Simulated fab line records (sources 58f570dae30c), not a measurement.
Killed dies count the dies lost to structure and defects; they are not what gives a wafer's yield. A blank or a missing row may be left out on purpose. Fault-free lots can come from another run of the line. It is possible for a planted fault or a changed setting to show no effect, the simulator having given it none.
Chamber matching ; flow berkeley-cmos170 ; UCB170_ZERO_ETCH_06 on rie-diel-01 has 4 sister chambers
The step etches SiO2 in CHF3/CF4/Ar, time 12 s. 8 wafers are shown with their chamber, then 12 later ones without.

== WAFERS, EACH WITH ITS CHAMBER ==
wafer;chamber;throttle-valve-pct (%);drypump-motor-current-A (A)
L088.2;3;9.45;5.0
L088.4;1;9.01;5.9
L090.1;0;9.49;6.4
L090.2;2;9.17;6.0
L090.6;1;9.00;5.9
L092.3;3;9.46;5.0
L092.4;0;9.48;6.4
L092.6;2;9.17;5.9

== WAFERS MISSING THEIR CHAMBER ==
wafer;throttle-valve-pct (%);drypump-motor-current-A (A)
L093.2;9.49;6.4
L093.4;9.16;5.9
L093.6;9.16;6.0
L094.1;9.45;5.0
L094.2;9.16;5.9
L094.5;9.16;6.0
L096.2;9.15;5.9
L096.3;9.48;5.0
L096.5;9.43;5.0
L097.1;9.47;5.0
L097.2;9.17;5.9
L097.6;9.16;5.9

== CHAMBER TAKEN BY EACH ==
wafer;from the rows above;in truth
L093.2;0;0
L093.4;2;2
L093.6;2;2
L094.1;3;3
L094.2;2;2
L094.5;2;2
L096.2;2;2
L096.3;3;3
L096.5;3;3
L097.1;3;3
L097.2;2;2
L097.6;2;2
Correctly placed: 12 of 12. Left unplaced by these rows: 0. Placed wrongly: 0.
How it was worked out, from the rows above alone: a wafer's distance from a chamber is the root of the sum, over the readings, of the square of ((its reading less the chamber's mean) divided by the reading's scatter). The wafer belongs to the nearest chamber; if the next one is less than 2 further off, it can't be placed. A chamber's mean is the mean of its shown wafers. The scatter is the square root of a quotient: the sum, over the shown wafers, of each reading's squared deviation from its chamber's mean, divided by wafers minus chambers.
